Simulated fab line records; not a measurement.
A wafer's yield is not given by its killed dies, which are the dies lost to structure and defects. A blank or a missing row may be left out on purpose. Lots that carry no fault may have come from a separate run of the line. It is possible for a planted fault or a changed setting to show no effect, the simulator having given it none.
The tool behind it: which one?	flow berkeley cmos170	42 wafers from 14 lots sampled at 6 of the route's 331 steps

== WHAT THE GAUGES SHOWED, per wafer ==
UCB170_NWELL_THK_MEAS_05. Usual: NWELL_NITRIDE_THK gives 223.5 nm (standard deviation 1.7).
lot	measured	on	NWELL_NITRIDE_THK (nm)	flag
L975	day 2 05:27	film metro-01	222.4 221.4 224.3	
L976	day 2 16:20	film metro-03	221.6 221.7 222.2	
L977	day 2 23:46	film metro-03	220.6 223.2 221.6	
L978	day 3 04:16	film metro-02	223.1 223.5 223.1	
L979	day 3 12:21	film metro-01	223.0 222.3 220.2	
L980	day 3 12:21	film metro-03	220.1 220.9 223.2	
L981	day 3 20:51	film metro-01	221.0 224.3 223.0	
L984	day 4 05:47	film metro-01	222.7 222.2 222.8	
L990	day 5 18:08	film metro-03	223.9 223.7 224.2	
L991	day 5 18:08	film metro-02	223.6 222.1 223.4	
L993	day 6 01:21	film metro-02	226.1 225.7 224.0	
L994	day 6 09:19	film metro-01	226.0 227.2 225.7	
L996	day 6 22:47	film metro-01	223.5 224.6 223.9	
L998	day 7 10:31	film metro-01	224.5 224.8 222.3	

UCB170_ACTIVE_THK_MEAS_06. Usual: ACTIVE_NITRIDE_THK gives 219.5 nm (standard deviation 2).
lot	measured	on	ACTIVE_NITRIDE_THK (nm)	flag
L975	day 4 08:42	film metro-02	220.8 219.4 219.6	
L976	day 5 05:18	film metro-04	218.7 219.7 217.3	
L977	day 5 09:16	film metro-03	218.9 218.9 219.7	
L978	day 5 09:16	film metro-02	224.4 221.7 222.6	
L979	day 5 15:33	film metro-03	265.1 263.4 264.1	OFF
L980	day 5 15:33	film metro-02	268.6 267.7 269.2	OFF
L981	day 6 06:46	film metro-03	221.4 220.9 220.9	
L984	day 6 15:06	film metro-03	216.3 214.9 217.0	
L990	day 7 22:20	film metro-02	221.3 217.9 220.2	
L991	day 7 22:21	film metro-03	218.6 218.7 217.2	
L993	day 8 14:12	film metro-02	217.8 219.8 219.4	
L994	day 9 02:54	film metro-02	218.4 218.5 219.2	
L996	day 9 02:54	film metro-04	222.9 222.6 222.2	
L998	day 9 12:01	film metro-04	221.4 221.5 218.8	

UCB170_PFIELD_OVL_MEAS_06. Usual: PFIELD_OVL gives 1 nm (standard deviation 5.6).
lot	measured	on	PFIELD_OVL (nm)	flag
L975	day 4 12:53	overlay-01	3 12 10	
L976	day 5 08:24	overlay-01	4 12 7	
L977	day 5 14:17	overlay-02	-4 -3 3	
L978	day 5 14:34	overlay-02	-5 -1 -6	
L981	day 6 12:21	overlay-01	8 8 7	
L984	day 6 19:31	overlay-02	-1 12 11	
L990	day 8 02:19	overlay-02	-11 -6 -4	
L991	day 8 02:35	overlay-01	4 3 6	
L993	day 8 16:44	overlay-01	-3 -3 1	
L994	day 9 06:55	overlay-02	-8 -2 -8	
L996	day 9 07:15	overlay-02	-1 3 5	
L998	day 9 15:14	overlay-02	-4 0 5	

== WHICH TOOL RAN EACH LOT (tool, then ch and the chambers of the sampled wafers, then the start) ==
lot	UCB170_PWELL_ETCH_14	UCB170_ACTIVE_CVD_05	UCB170_ACTIVE_ETCH_15
L975	rie diel-04 ch 0,3, day 3 03:24	lpcvd-02 ch 0, day 4 06:46	rie diel-01 ch 0,1,3, day 4 09:44
L976	rie diel-03 ch 1,2,3, day 3 14:20	lpcvd-02 ch 0, day 5 03:23	rie diel-04 ch 1,2, day 5 06:29
L977	rie diel-02 ch 0,2,3, day 3 21:56	lpcvd-01 ch 0, day 5 07:20	rie diel-04 ch 0,1,3, day 5 10:45
L978	rie diel-03 ch 0,1,3, day 3 22:07	lpcvd-01 ch 1, day 5 07:20	rie diel-04 ch 1,2,3, day 5 10:28
L979	rie diel-04 ch 0,1,3, day 4 07:32	lpcvd-01 ch 1, day 5 13:38	rie diel-02 ch 0,1,2, day 5 16:37
L980	rie diel-02 ch 1,3, day 4 07:47	lpcvd-01 ch 1, day 5 13:38	rie diel-02 ch 2,3, day 5 16:55
L981	rie diel-03 ch 0,1,2, day 4 23:40	lpcvd-02 ch 0, day 6 04:51	rie diel-04 ch 0,1,3, day 6 08:18
L984	rie diel-03 ch 0,1,3, day 5 08:01	lpcvd-02 ch 1, day 6 13:11	rie diel-02 ch 0,1,2, day 6 16:43
L990	rie diel-04 ch 0,1,2, day 6 15:11	lpcvd-02 ch 0, day 7 20:25	rie diel-02 ch 0,3, day 8 00:04
L991	rie diel-03 ch 1,2, day 6 15:25	lpcvd-02 ch 1, day 7 20:25	rie diel-01 ch 1,2, day 8 00:37
L993	rie diel-02 ch 0,2,3, day 7 01:26	lpcvd-02 ch 0, day 8 12:17	rie diel-04 ch 1,3, day 8 15:16
L994	rie diel-03 ch 0,1,2, day 7 13:20	lpcvd-02 ch 0, day 9 00:00	rie diel-01 ch 1,2,3, day 9 04:30
L996	rie diel-04 ch 1,3, day 7 17:17	lpcvd-02 ch 0, day 9 00:00	rie diel-04 ch 0,1,3, day 9 05:11
L998	rie diel-02 ch 0,1,2, day 8 04:37	lpcvd-02 ch 0, day 9 10:05	rie diel-02 ch 0,1, day 9 13:23
- UCB170_PWELL_ETCH_14: etches Si3N4 in CH3F/Ar/O2, stops on SiO2, target depth 242 nm, time 151 s.
- UCB170_ACTIVE_CVD_05: deposits Si3N4 from SiH2Cl2/NH3, target thk 220 nm, time 3300 s.
- UCB170_ACTIVE_ETCH_15: etches Si3N4 in CH3F/Ar/O2, stops on SiO2, target depth 242 nm, time 151 s.

== AS READ BY THE TOOLS THEMSELVES (means over the sampled wafers that have a number; for cases with no such wafer, the mark the record gives instead) ==
UCB170_PWELL_ETCH_14. Usual: drypump motor current A 5.58 A, standard deviation 0.27; oes product au 0.948 a.u., standard deviation 0.016; throttle valve pct 8.03 %, standard deviation 0.14.
lot	tool	drypump motor current A (A)	oes product au (a.u.)	throttle valve pct (%)	flag
L975	rie diel-04	5.29	0.952	7.99	
L976	rie diel-03	5.59	0.948	8.03	
L977	rie diel-02	5.72	0.948	8.00	
L978	rie diel-03	5.43	0.939	8.01	
L979	rie diel-04	5.44	0.946	8.00	
L980	rie diel-02	5.89	0.943	8.02	
L981	rie diel-03	5.46	0.960	8.14	
L984	rie diel-03	5.41	0.953	8.00	
L990	rie diel-04	5.42	0.959	8.03	
L991	rie diel-03	5.65	0.960	8.18	
L993	rie diel-02	5.73	0.950	8.01	
L994	rie diel-03	5.46	0.951	8.15	
L996	rie diel-04	5.39	0.957	7.99	
L998	rie diel-02	5.73	0.944	8.01	

UCB170_ACTIVE_CVD_05. Usual: spike tc centre C 802.1 C, standard deviation 1.7; spike tc load C 823.1 C, standard deviation 2.2; susceptor temp C 800.1 C, standard deviation 0.36.
lot	tool	spike tc centre C (C)	spike tc load C (C)	susceptor temp C (C)	flag
L975	lpcvd-02	799.6	821.7	800.3	
L976	lpcvd-02	801.8	821.1	799.8	
L977	lpcvd-01	801.8	821.8	799.6	
L978	lpcvd-01	803.6	823.5	800.2	
L979	lpcvd-01	815.6	833.9	811.0	OFF
L980	lpcvd-01	815.5	833.8	811.1	OFF
L981	lpcvd-02	800.6	821.1	799.8	
L984	lpcvd-02	803.1	825.5	799.8	
L990	lpcvd-02	800.5	821.4	799.3	
L991	lpcvd-02	803.7	825.6	800.3	
L993	lpcvd-02	801.8	820.7	800.2	
L994	lpcvd-02	799.1	821.6	800.2	
L996	lpcvd-02	801.6	822.1	799.7	
L998	lpcvd-02	800.4	821.9	800.2	

UCB170_ACTIVE_ETCH_15. Usual: drypump motor current A 5.57 A, standard deviation 0.28; oes product au 0.943 a.u., standard deviation 0.015; throttle valve pct 8.02 %, standard deviation 0.1.
lot	tool	drypump motor current A (A)	oes product au (a.u.)	throttle valve pct (%)	flag
L975	rie diel-01	5.41	0.932	8.04	
L976	rie diel-04	5.53	0.938	8.02	
L977	rie diel-04	5.46	0.944	7.99	
L978	rie diel-04	5.37	0.956	8.03	
L979	rie diel-02	5.73	0.997	8.00	OFF
L980	rie diel-02	5.85	1.014	8.01	OFF
L981	rie diel-04	5.46	0.950	8.00	
L984	rie diel-02	5.71	0.929	7.99	
L990	rie diel-02	5.79	0.944	8.03	
L991	rie diel-01	5.76	0.940	8.02	
L993	rie diel-04	5.56	0.934	7.99	
L994	rie diel-01	5.57	0.936	7.94	
L996	rie diel-04	5.45	0.947	7.99	
L998	rie diel-02	5.70	0.940	8.01	

== THE ANSWER, worked out from the rows above alone ==
Rule: a lot is off if the mean of its wafers that have a number lies more than 3 standard deviations from the usual mean. Also off: a lot with no number at a reading for which 4 or more lots have one. The other lots that the step has rows for count as sound. After the gauges, taken in route order, come the tools' own readings; for these a lot's mean is taken, as printed above. The first step at which some lot is off is used, and at that step the reading that is off furthest; a lot without a number counts as furthest.
Off: L979, L980, seen at UCB170_ACTIVE_THK_MEAS_06 (ACTIVE_NITRIDE_THK).
If a tool, at a process step before that reading, ran all the lots that are off and no sound lot after the first of them, it fits. Not tried: the gauges at UCB170_ACTIVE_THK_MEAS_06; whatever is off there is also off at UCB170_ACTIVE_CVD_05, on other tools, and gauge error can't account for it. One fits: lpcvd-01 at UCB170_ACTIVE_CVD_05. A fault onset in the window from L977 (day 5 07:20, its last sound lot) to L979 (day 5 13:38, its first lot off) fits.
The tool's own readings at UCB170_ACTIVE_CVD_05 bear it out: on the lots that are off they differ by more than 5 times the standard deviation of the sound lots' means. spike tc centre C reads 815.5 C there against 801.5 C on the sound lots; spike tc load C reads 833.8 C there against 822.3 C on the sound lots; susceptor temp C reads 811.0 C there against 800.0 C on the sound lots.

== WHAT THE SIMULATOR HAD PUT IN ==
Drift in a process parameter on lpcvd-01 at UCB170_ACTIVE_CVD_05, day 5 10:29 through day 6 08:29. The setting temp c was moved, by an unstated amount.
Lots struck among those shown: L979, L980. Same finding as the rule above.
